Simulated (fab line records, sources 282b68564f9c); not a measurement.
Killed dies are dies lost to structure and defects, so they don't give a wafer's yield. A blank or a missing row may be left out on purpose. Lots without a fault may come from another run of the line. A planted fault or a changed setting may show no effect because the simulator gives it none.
A struck lot beside a sound one | flow rit_cmos | 34 steps out of a route of 202
Sound: wafers L846.1, L846.4, L846.5. Struck: wafers L860.4, L860.5, L860.6. The cause comes at the end.
At each step with rows: each side's tool, then ch and its chambers, then its first start. Under that, the readings that differ: sound wafers | struck wafers | difference of the means | sigmas: that difference in standard deviations of wafers without a fault.
alike: readings whose means differ by less than 2 such deviations, and words and numbers that are the same on both sides. not compared: withheld readings, readings that some wafer has no value for, bounds like >300 that may hide the same value, and numbers for which the record gives no deviation and whose values overlap.
The two part at a step that has a row with sigmas, a row that says differs or no value, or rows on one side only. Numbers that don't overlap but have no deviation are shown without sigmas and don't part them. A reading that every wafer of one side lacks parts them only if that side has two wafers or more.

first, 2 steps without rows for these wafers: RIT_SPACER_CLEAN_02 (cleans in SC2, time 600 s); RIT_SPACER_CVD_03 (deposits Si3N4 from SiH2Cl2/NH3, target thk 250 nm, time 3300 s).
RIT_SPACER_THK_MEAS_04:
  sound on film_metro-03, day 4 15:29; struck on film_metro-02, day 7 10:43
  alike: SPACER_NITRIDE_THK
RIT_SPACER_ETCHBACK_05: etches Si3N4 in SF6/CHF3, stops on SiO2, target depth 250 nm, time 240 s.
  sound on rie_diel-01 ch 0,2, day 4 15:33; struck on rie_diel-04 ch 0,1,2, day 7 10:45
  alike: drypump_motor_current_A, oes_product_au, throttle_valve_pct
  not compared: rf_hours_counter_h
then, 6 steps without rows for these wafers: RIT_NSD_HMDS_00 (prime time 60 s); RIT_NSD_COAT_01 (resist thk 1000 nm); RIT_NSD_SOFTBAKE_02 (time 60 s); RIT_NSD_EXPOSE_03 (exposes mask M9, target cd 40700 nm); RIT_NSD_PEB_04; RIT_NSD_DEVELOP_05 (develop time 50 s).
RIT_NSD_OVL_MEAS_06:
  sound on overlay-02, day 4 16:40; struck on overlay-01, day 7 11:46
  alike: NSD_OVL
then, 1 step without rows for these wafers: RIT_NSD_HARDBAKE_07 (time 60 s).
RIT_NSD_IMPLANT_08:
  sound on implanter-03 ch 0, day 4 16:52; struck on implanter-04 ch 0, day 7 12:01
  reading            | sound                         | struck                        | difference | sigmas
  dose_ions_cm2      | 9.975e+14 9.979e+14 9.993e+14 | 5.492e+14 5.508e+14 5.514e+14 | -4.478e+14 | -99 or more
  faraday_current_uA | 3148 3110 3184                | 1722 1779 1768                | -1391      | -22
RIT_NSD_STRIP_09: strips in O2, time 180 s.
  sound on plasma_asher-03 ch 0,1, day 4 17:01; struck on plasma_asher-03 ch 0,1, day 7 12:08
  alike: drypump_motor_current_A, rf_refl_power_W
  not compared: rf_hours_counter_h
RIT_NSD_TW_MEAS_10:
  sound on film_metro-01, day 4 17:11; struck on film_metro-04, day 7 12:17
  reading | sound          | struck         | difference | sigmas
  NSD_TW  | 3145 3152 3140 | 2715 2719 2719 | -428       | -27
then, 6 steps without rows for these wafers: RIT_PSD_HMDS_00 (prime time 60 s); RIT_PSD_COAT_01 (resist thk 1000 nm); RIT_PSD_SOFTBAKE_02 (time 60 s); RIT_PSD_EXPOSE_03 (exposes mask M10, target cd 40900 nm); RIT_PSD_PEB_04; RIT_PSD_DEVELOP_05 (develop time 50 s).
RIT_PSD_OVL_MEAS_06:
  sound on overlay-01, day 4 18:25; struck on overlay-01, day 7 13:11
  alike: PSD_OVL
then, 2 steps without rows for these wafers: RIT_PSD_HARDBAKE_07 (time 60 s); RIT_PSD_IMPLANT_08.
RIT_PSD_STRIP_09: strips in O2, time 180 s.
  sound on plasma_asher-01 ch 0,1, day 4 18:46; struck on plasma_asher-02 ch 0,1, day 7 13:34
  alike: drypump_motor_current_A, rf_refl_power_W
  not compared: rf_hours_counter_h
RIT_PSD_TW_MEAS_10:
  sound on film_metro-01, day 4 18:56; struck on film_metro-04, day 7 13:43
  alike: PSD_TW
then, 3 steps without rows for these wafers: RIT_SDANNEAL_CLEAN_00 (cleans in SC1, time 600 s); RIT_SDANNEAL_CLEAN_01 (cleans in dHF, time 30 s); RIT_SDANNEAL_CLEAN_02 (cleans in SC2, time 600 s).
RIT_SDANNEAL_RTA_03: time 5 s.
  sound on rtp_anneal-02 ch 0, day 4 19:22; struck on rtp_anneal-02 ch 0, day 7 14:29
  alike: wafer_temp_C_max
RIT_SDANNEAL_RS_MEAS_04: measures by four-point-probe.
  sound on film_metro-04, day 4 19:25; struck on film_metro-02, day 7 14:35
  alike: PSD_RS
RIT_SDANNEAL_RS_MEAS_05: measures by four-point-probe.
  sound on film_metro-04, day 4 19:32; struck on film_metro-02, day 7 14:42
  reading         | sound          | struck            | difference | sigmas
  NSD_RS (ohm/sq) | 84.2 84.2 84.0 | 137.1 137.7 137.0 | +53.1      | +99 or more
RIT_SDANNEAL_RS_MEAS_06: measures by four-point-probe.
  sound on film_metro-04, day 4 19:40; struck on film_metro-02, day 7 14:49
  reading          | sound             | struck            | difference | sigmas
  PLDD_RS (ohm/sq) | 178.9 179.2 179.4 | 178.5 178.2 178.3 | -0.8       | -2
RIT_M1_PROBE_99:
  sound on prober-02, day 5 02:41; struck on prober-02, day 7 22:10
  reading                                   | sound                | struck              | difference | sigmas
  model.etest.nmos_0p3.r_on_ohm_um          | 2155 2097 2128       | 2458 2443 2441      | +321       |
  model.etest.nmos_0p15.r_on_ohm_um         | 1161 1122 1132       | 1259 1266 1288      | +133       |
  model.etest.contact_nplus.end_ohm_um      | 42.5 40.45 40.38     | 104.3 105.9 105.4   | +64.1      |
  model.etest.nmos_0p15.drive_ua_um         | 468.2 475.1 485.1    | 432.7 433.3 440.5   | -40.6      |
  model.etest.nmos_narrow.drive_ua_um       | 233.9 238.9 240.2    | 192.7 191.3 197.8   | -43.7      |
  model.etest.nmos_0p3.drive_ua_um          | 229.7 234.3 232.8    | 193.1 193 198.6     | -37.4      |
  model.etest.nmos_turned.drive_ua_um       | 326 330.6 328.1      | 316.4 315.3 321.9   | -10.4      |
  model.etest.nmos_0p15.junction_log10_a_um | -13.54 -13.77 -13.64 | -13.05 -12.9 -12.96 | +0.68      |
  alike: killed_at_M0_to_M3, killed_at_front_end, killed_dies, killed_open, killed_short

WHERE THEY PART
First at RIT_NSD_IMPLANT_08; last, within this record, at RIT_SDANNEAL_RS_MEAS_06. Later steps at which nothing parts them and some readings are alike: RIT_M1_PROBE_99.

WHY: what the simulator had put in
Process parameter drift: implanter-04, from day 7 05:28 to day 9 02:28, at RIT_NSD_IMPLANT_08. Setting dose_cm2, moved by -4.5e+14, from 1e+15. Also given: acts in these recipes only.
